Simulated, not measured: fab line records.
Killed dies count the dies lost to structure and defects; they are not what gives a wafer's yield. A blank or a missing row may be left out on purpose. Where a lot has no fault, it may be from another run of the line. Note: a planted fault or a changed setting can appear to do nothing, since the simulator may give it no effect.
What tool caused it? | flow berkeley_cmos170 | 6 lots with 18 wafers sampled at 3 steps, on a route of 331 steps

## WHAT EACH GAUGE READ, for each wafer
UCB170_SDANNEAL_RS_MEAS_04: the measuring method here is four-point-probe.
lot  | measured     | on            | PLDD_RS (ohm/sq)
L215 | day 7 21:56  | film_metro-04 | 1036 1036 1039
L217 | day 8 20:49  | film_metro-04 | 1030 1031 1032
L219 | day 8 21:01  | film_metro-01 | 1031 1029 1033
L220 | day 9 10:56  | film_metro-03 | 1030 1030 1028
L223 | day 9 18:56  | film_metro-04 | 1207 1203 1202
L235 | day 12 06:28 | film_metro-04 | 1034 1037 1040

## WHICH TOOL RAN EACH LOT (tool, then ch and the chambers of the sampled wafers, then the start)
lot  | UCB170_ZERO_STRIP_07                | UCB170_SPACER_ANNEAL_02
L215 | plasma_asher-04 ch 0,1, day 1 22:44 | furnace-04 ch 0, day 7 11:16
L217 | plasma_asher-03 ch 0,1, day 2 13:07 | furnace-04 ch 0, day 8 13:29
L219 | plasma_asher-04 ch 0,1, day 2 22:24 | furnace-04 ch 0, day 8 13:29
L220 | plasma_asher-04 ch 0,1, day 3 07:51 | furnace-01 ch 0, day 9 03:32
L223 | plasma_asher-02 ch 0,1, day 3 18:28 | furnace-01 ch 0, day 9 12:23
L235 | plasma_asher-04 ch 0,1, day 6 03:54 | furnace-04 ch 0, day 12 00:26
- UCB170_ZERO_STRIP_07: strips in O2.
- UCB170_SPACER_ANNEAL_02: time 1800 s.

## THE ANSWER, worked out from the rows above alone
Rule: the usual values come from the lots themselves. The widest of any qualifying gaps counts: lots, ordered by their means at a reading, are off when they make up no more than a third of the lots, leave a main group of 4 or more, and stand apart from it by 3 or more times the standard deviation of that group's means. A main group is skipped when, at the precision printed for the reading in the tables above, its means are all equal. Also off: a lot with no number at a reading for which 4 or more lots have one. The other lots that the step has rows for count as sound.
Off: L223, at UCB170_SDANNEAL_RS_MEAS_04 (PLDD_RS). For the main group the mean is 1033 ohm/sq and the standard deviation 3.3.
If a tool, at a process step before that reading, ran all the lots that are off and no sound lot after the first of them, it fits. The gauges at UCB170_SDANNEAL_RS_MEAS_04 are tried like those tools. This does not decide it: 2 tools fit, namely plasma_asher-02 at UCB170_ZERO_STRIP_07 and furnace-01 at UCB170_SPACER_ANNEAL_02.

## WHAT HAD BEEN PUT IN BY THE SIMULATOR
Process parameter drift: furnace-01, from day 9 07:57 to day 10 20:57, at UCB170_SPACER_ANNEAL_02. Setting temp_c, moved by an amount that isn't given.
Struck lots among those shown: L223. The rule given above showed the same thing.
